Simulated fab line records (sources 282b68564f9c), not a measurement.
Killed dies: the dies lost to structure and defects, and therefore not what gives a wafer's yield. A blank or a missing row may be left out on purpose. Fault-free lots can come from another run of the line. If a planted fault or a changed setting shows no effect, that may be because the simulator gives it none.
fab line records / flow rit-cmos
record lots=14 wafers=42 last-day=7
route steps=202 shown FOX1@20 M1@202
lots that met no fault: taken from a fault-free run of the same line
start-h: hours from the record's opening day to when the first of the lot's shown wafers began / wait-h: time in hours since the lot's previous step / " as in the row above / L1.1+2: several wafers, shown together as one row / - either no value or no given start / * or withheld: withheld / < > ~ a bound
route shown NAME@n: names a module that has steps shown in the file, with the first one's number in the route / usual: average and standard deviation across the fault-free wafers / same: alike in all rows / chamber/n: place in a boat / sites: the reading at each site / _std_site: standard deviation across them / _edge_site: the outer-site mean with the inner-site mean subtracted / radius-mm: how far each site lies from the wafer's centre / mask NAME#n: copy n / behind: tool/chamber where the wafer was last shaped / hold: reason for holding the lot/hours on hold/outcome of the hold / device: which transistor (n, p or np) failed to switch / end of line: the same wafers' tests at the end of the route / a step given without rows: its recipe and nothing more / killed: count of dies lost to structure and defects at first sort (not the wafer's yield) / map: a wafer's dies, marking killed ones x, the rest . and places with no die _
set.NAME: the setting the step ran with; set.NAME@STEP: the setting that earlier step ran with / model.NAME: the simulator's own value behind a step, which no gauge read
one table for each step of the route and one row for each wafer, over a sample of lots
services: the hour from which a tool's chamber was out of use, counted from the record's first day as start-h (under 0 if before that day), plus the number of hours and why
## steps
# step RIT_FOX1_OXIDATION_00
# recipe temp-c=1100 ambient=H2O target-thk-a=3507 p-h2o-torr=720 ox-time-s=1130
# usual ox-temp-c=1099.9/0.52
lot.wafer=L180.1 tool=furnace-01 chamber=0 start-h=18.02 wait-h=1.0 ox-temp-c=1099.8
lot.wafer=L180.3 tool=furnace-01 chamber=0 start-h=18.02 wait-h=1.0 ox-temp-c=1099.9
lot.wafer=L180.6 tool=furnace-01 chamber=0 start-h=18.02 wait-h=1.0 ox-temp-c=1100.3
lot.wafer=L181.2 tool=furnace-03 chamber=0 start-h=22.14 wait-h=1.5 ox-temp-c=1099.4
lot.wafer=L181.5 tool=furnace-03 chamber=0 start-h=22.14 wait-h=1.5 ox-temp-c=1099.5
lot.wafer=L181.6 tool=furnace-03 chamber=0 start-h=22.14 wait-h=1.5 ox-temp-c=1099.5
lot.wafer=L184.1 tool=furnace-04 chamber=0 start-h=37.67 wait-h=0.0 ox-temp-c=1100.8
lot.wafer=L184.4 tool=furnace-04 chamber=0 start-h=37.67 wait-h=0.0 ox-temp-c=1099.7
lot.wafer=L184.6 tool=furnace-04 chamber=0 start-h=37.67 wait-h=0.0 ox-temp-c=1099.7
lot.wafer=L185.1 tool=furnace-01 chamber=0 start-h=41.35 wait-h=0.5 ox-temp-c=1100.8
lot.wafer=L185.4 tool=furnace-01 chamber=0 start-h=41.35 wait-h=0.5 ox-temp-c=1099.5
lot.wafer=L185.5 tool=furnace-01 chamber=0 start-h=41.35 wait-h=0.5 ox-temp-c=1100.0
lot.wafer=L186.2 tool=furnace-04 chamber=0 start-h=45.90 wait-h=0.0 ox-temp-c=1100.4
lot.wafer=L186.4 tool=furnace-04 chamber=0 start-h=45.90 wait-h=0.0 ox-temp-c=1100.1
lot.wafer=L186.6 tool=furnace-04 chamber=0 start-h=45.90 wait-h=0.0 ox-temp-c=1100.1
lot.wafer=L187.4 tool=furnace-04 chamber=0 start-h=50.92 wait-h=0.0 ox-temp-c=1100.5
lot.wafer=L187.5 tool=furnace-04 chamber=0 start-h=50.92 wait-h=0.0 ox-temp-c=1098.2
lot.wafer=L187.6 tool=furnace-04 chamber=0 start-h=50.92 wait-h=0.0 ox-temp-c=1099.2
lot.wafer=L188.3 tool=furnace-04 chamber=0 start-h=57.47 wait-h=1.3 ox-temp-c=1100.0
lot.wafer=L188.4 tool=furnace-04 chamber=0 start-h=57.47 wait-h=1.3 ox-temp-c=1099.4
lot.wafer=L188.6 tool=furnace-04 chamber=0 start-h=57.47 wait-h=1.3 ox-temp-c=1100.8
lot.wafer=L190.1 tool=furnace-03 chamber=0 start-h=67.65 wait-h=0.8 ox-temp-c=1099.6
lot.wafer=L190.2 tool=furnace-03 chamber=0 start-h=67.65 wait-h=0.8 ox-temp-c=1099.1
lot.wafer=L190.3 tool=furnace-03 chamber=0 start-h=67.65 wait-h=0.8 ox-temp-c=1099.7
lot.wafer=L191.1 tool=furnace-03 chamber=0 start-h=72.47 wait-h=1.8 ox-temp-c=1100.3
lot.wafer=L191.3 tool=furnace-03 chamber=0 start-h=72.47 wait-h=1.8 ox-temp-c=1100.5
lot.wafer=L191.5 tool=furnace-03 chamber=0 start-h=72.47 wait-h=1.8 ox-temp-c=1099.9
lot.wafer=L192.1 tool=furnace-04 chamber=0 start-h=78.52 wait-h=2.4 ox-temp-c=1099.8
lot.wafer=L192.4 tool=furnace-04 chamber=0 start-h=78.52 wait-h=2.4 ox-temp-c=1099.4
lot.wafer=L192.5 tool=furnace-04 chamber=0 start-h=78.52 wait-h=2.4 ox-temp-c=1099.5
lot.wafer=L196.2 tool=furnace-03 chamber=0 start-h=96.79 wait-h=0.2 ox-temp-c=1099.9
lot.wafer=L196.3 tool=furnace-03 chamber=0 start-h=96.79 wait-h=0.2 ox-temp-c=1100.4
lot.wafer=L196.5 tool=furnace-03 chamber=0 start-h=96.79 wait-h=0.2 ox-temp-c=1100.9
lot.wafer=L196.2 tool=furnace-03 chamber=0 start-h=98.35 wait-h=0.2 ox-temp-c=1100.4
lot.wafer=L196.3 tool=furnace-03 chamber=0 start-h=98.35 wait-h=0.2 ox-temp-c=1100.4
lot.wafer=L196.5 tool=furnace-03 chamber=0 start-h=98.35 wait-h=0.2 ox-temp-c=1100.3
lot.wafer=L200.1 tool=furnace-04 chamber=0 start-h=117.64 wait-h=1.1 ox-temp-c=1100.4
lot.wafer=L200.3 tool=furnace-04 chamber=0 start-h=117.64 wait-h=1.1 ox-temp-c=1099.4
lot.wafer=L200.5 tool=furnace-04 chamber=0 start-h=117.64 wait-h=1.1 ox-temp-c=1099.7
lot.wafer=L200.1 tool=furnace-04 chamber=0 start-h=119.12 wait-h=0.2 ox-temp-c=1100.7
lot.wafer=L200.3 tool=furnace-04 chamber=0 start-h=119.12 wait-h=0.2 ox-temp-c=1100.1
lot.wafer=L200.5 tool=furnace-04 chamber=0 start-h=119.12 wait-h=0.2 ox-temp-c=1099.9
lot.wafer=L201.1 tool=furnace-03 chamber=0 start-h=122.56 wait-h=1.7 ox-temp-c=1100.0
lot.wafer=L201.4 tool=furnace-03 chamber=0 start-h=122.56 wait-h=1.7 ox-temp-c=1100.3
lot.wafer=L201.5 tool=furnace-03 chamber=0 start-h=122.56 wait-h=1.7 ox-temp-c=1100.3
lot.wafer=L202.1 tool=furnace-04 chamber=0 start-h=128.54 wait-h=2.1 ox-temp-c=1099.8
lot.wafer=L202.3 tool=furnace-04 chamber=0 start-h=128.54 wait-h=2.1 ox-temp-c=1100.6
lot.wafer=L202.5 tool=furnace-04 chamber=0 start-h=128.54 wait-h=2.1 ox-temp-c=1100.2
# step RIT_FOX1_THK_MEAS_01
# recipe reads=SiO2_of_FOX1_OXIDATION_00
# usual FOX1_OXIDE_THK=350/5.1
lot.wafer=L180.1 tool=film-metro-03 chamber=- start-h=19.34 wait-h=0.0 FOX1_OXIDE_THK[nm]=352
lot.wafer=L180.3 tool=film-metro-03 chamber=- start-h=19.34 wait-h=0.0 FOX1_OXIDE_THK[nm]=347
lot.wafer=L180.6 tool=film-metro-03 chamber=- start-h=19.34 wait-h=0.0 FOX1_OXIDE_THK[nm]=346
lot.wafer=L181.2 tool=film-metro-04 chamber=- start-h=23.46 wait-h=0.0 FOX1_OXIDE_THK[nm]=350
lot.wafer=L181.5 tool=film-metro-04 chamber=- start-h=23.46 wait-h=0.0 FOX1_OXIDE_THK[nm]=351
lot.wafer=L181.6 tool=film-metro-04 chamber=- start-h=23.46 wait-h=0.0 FOX1_OXIDE_THK[nm]=357
lot.wafer=L184.1 tool=film-metro-03 chamber=- start-h=38.98 wait-h=0.0 FOX1_OXIDE_THK[nm]=354
lot.wafer=L184.4 tool=film-metro-03 chamber=- start-h=38.98 wait-h=0.0 FOX1_OXIDE_THK[nm]=350
lot.wafer=L184.6 tool=film-metro-03 chamber=- start-h=38.98 wait-h=0.0 FOX1_OXIDE_THK[nm]=357
lot.wafer=L185.1 tool=film-metro-04 chamber=- start-h=42.66 wait-h=0.0 FOX1_OXIDE_THK[nm]=359
lot.wafer=L185.4 tool=film-metro-04 chamber=- start-h=42.66 wait-h=0.0 FOX1_OXIDE_THK[nm]=355
lot.wafer=L185.5 tool=film-metro-04 chamber=- start-h=42.66 wait-h=0.0 FOX1_OXIDE_THK[nm]=359
lot.wafer=L186.2 tool=film-metro-04 chamber=- start-h=47.23 wait-h=0.0 FOX1_OXIDE_THK[nm]=341
lot.wafer=L186.4 tool=film-metro-04 chamber=- start-h=47.23 wait-h=0.0 FOX1_OXIDE_THK[nm]=341
lot.wafer=L186.6 tool=film-metro-04 chamber=- start-h=47.23 wait-h=0.0 FOX1_OXIDE_THK[nm]=339
lot.wafer=L187.4 tool=film-metro-04 chamber=- start-h=52.26 wait-h=0.0 FOX1_OXIDE_THK[nm]=354
lot.wafer=L187.5 tool=film-metro-04 chamber=- start-h=52.26 wait-h=0.0 FOX1_OXIDE_THK[nm]=348
lot.wafer=L187.6 tool=film-metro-04 chamber=- start-h=52.26 wait-h=0.0 FOX1_OXIDE_THK[nm]=350
lot.wafer=L188.3 tool=film-metro-03 chamber=- start-h=58.80 wait-h=0.0 FOX1_OXIDE_THK[nm]=350
lot.wafer=L188.4 tool=film-metro-03 chamber=- start-h=58.80 wait-h=0.0 FOX1_OXIDE_THK[nm]=345
lot.wafer=L188.6 tool=film-metro-03 chamber=- start-h=58.80 wait-h=0.0 FOX1_OXIDE_THK[nm]=352
lot.wafer=L190.1 tool=film-metro-04 chamber=- start-h=68.97 wait-h=0.0 FOX1_OXIDE_THK[nm]=354
lot.wafer=L190.2 tool=film-metro-04 chamber=- start-h=68.97 wait-h=0.0 FOX1_OXIDE_THK[nm]=348
lot.wafer=L190.3 tool=film-metro-04 chamber=- start-h=68.97 wait-h=0.0 FOX1_OXIDE_THK[nm]=352
lot.wafer=L191.1 tool=film-metro-03 chamber=- start-h=73.78 wait-h=0.0 FOX1_OXIDE_THK[nm]=345
lot.wafer=L191.3 tool=film-metro-03 chamber=- start-h=73.78 wait-h=0.0 FOX1_OXIDE_THK[nm]=344
lot.wafer=L191.5 tool=film-metro-03 chamber=- start-h=73.78 wait-h=0.0 FOX1_OXIDE_THK[nm]=347
lot.wafer=L192.1 tool=film-metro-03 chamber=- start-h=79.84 wait-h=0.0 FOX1_OXIDE_THK[nm]=353
lot.wafer=L192.4 tool=film-metro-03 chamber=- start-h=79.84 wait-h=0.0 FOX1_OXIDE_THK[nm]=354
lot.wafer=L192.5 tool=film-metro-03 chamber=- start-h=79.84 wait-h=0.0 FOX1_OXIDE_THK[nm]=352
lot.wafer=L196.2 tool=film-metro-03 chamber=- start-h=99.68 wait-h=0.0 FOX1_OXIDE_THK[nm]=523
lot.wafer=L196.3 tool=film-metro-03 chamber=- start-h=99.68 wait-h=0.0 FOX1_OXIDE_THK[nm]=520
lot.wafer=L196.5 tool=film-metro-03 chamber=- start-h=99.68 wait-h=0.0 FOX1_OXIDE_THK[nm]=519
lot.wafer=L200.1 tool=film-metro-02 chamber=- start-h=120.44 wait-h=0.0 FOX1_OXIDE_THK[nm]=544
lot.wafer=L200.3 tool=film-metro-02 chamber=- start-h=120.44 wait-h=0.0 FOX1_OXIDE_THK[nm]=542
lot.wafer=L200.5 tool=film-metro-02 chamber=- start-h=120.44 wait-h=0.0 FOX1_OXIDE_THK[nm]=531
lot.wafer=L201.1 tool=film-metro-04 chamber=- start-h=123.88 wait-h=0.0 FOX1_OXIDE_THK[nm]=349
lot.wafer=L201.4 tool=film-metro-04 chamber=- start-h=123.88 wait-h=0.0 FOX1_OXIDE_THK[nm]=349
lot.wafer=L201.5 tool=film-metro-04 chamber=- start-h=123.88 wait-h=0.0 FOX1_OXIDE_THK[nm]=354
lot.wafer=L202.1 tool=film-metro-03 chamber=- start-h=129.85 wait-h=0.0 FOX1_OXIDE_THK[nm]=348
lot.wafer=L202.3 tool=film-metro-03 chamber=- start-h=129.85 wait-h=0.0 FOX1_OXIDE_THK[nm]=350
lot.wafer=L202.5 tool=film-metro-03 chamber=- start-h=129.85 wait-h=0.0 FOX1_OXIDE_THK[nm]=346
# step RIT_M1_PROBE_99
# usual killed-at-contacts=0.0/0.22 killed-at-front-end=7/3 killed-dies=7/3.1 killed-open=3.4/2.1 killed-short=3.4/2
# same gross-dies=264 killed_at_M0_to_M3=0 killed_at_M4_up=0 killed-at-back-side=0 killed-at-other=0
lot.wafer=L200.1 tool=prober-01 chamber=- start-h=173.91 wait-h=0.1 killed-at-contacts=0 killed-at-front-end=3 killed-dies=3 killed-open=2 killed-short=1
lot.wafer=L200.3 tool=prober-01 chamber=- start-h=174.01 wait-h=0.2 killed-at-contacts=0 killed-at-front-end=6 killed-dies=6 killed-open=3 killed-short=3
lot.wafer=L200.5 tool=prober-01 chamber=- start-h=174.11 wait-h=0.2 killed-at-contacts=0 killed-at-front-end=9 killed-dies=9 killed-open=1 killed-short=8
# killed by level:class
L200.1 FOX1:geometric-particle:open=1 FOX2:geometric-particle:short=1 GATE:geometric-particle:open=1
L200.3 GATE:geometric-particle:short=2 GATE:geometric-particle:open=2 REOX:geometric-particle:open=1 SPACER:geometric-particle:short=1
L200.5 GATE:geometric-particle:short=4 SPACER:geometric-particle:short=2 FOX1:geometric-particle:short=1 REOX:geometric-particle:short=1 SPACER:geometric-particle:open=1
## services
tool=furnace-01 chamber=- start-h=3.29 hours=3.8 kind=pm
## key
first-sign step=RIT_FOX1_OXIDATION_00 reading=visit direction=added
effect step=RIT_FOX1_THK_MEAS_01 reading=FOX1_OXIDE_THK direction=up sigmas=35 usual=350 struck=530
met-at RIT_FOX1_OXIDATION_00
struck-lots L196,L200
rows-end L196.2,L196.3,L196.5
tester-left-out L200
loop-trim step=RIT_M1_EXPOSE_06 setting=dose lots=L200
fault kind=repeated-step-whole tool=furnace-01,furnace-03,furnace-04 chamber=- onset-h=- steps=RIT_FOX1_OXIDATION_00 times=1 scope=struck-lots-only
# tester-left-out: of these lots the tester's yield and bins aren't shown, on N5 and GAA mostly nor the transistor test; their killed dies are dies lost to structure and defects alone, not to doping, threshold or leakage, so they don't give the yield
# rows-end: these wafers met a further fault down the route, and their rows from its step on are left out
# loop-trim: a control loop set the setting to another value than it would have without faults
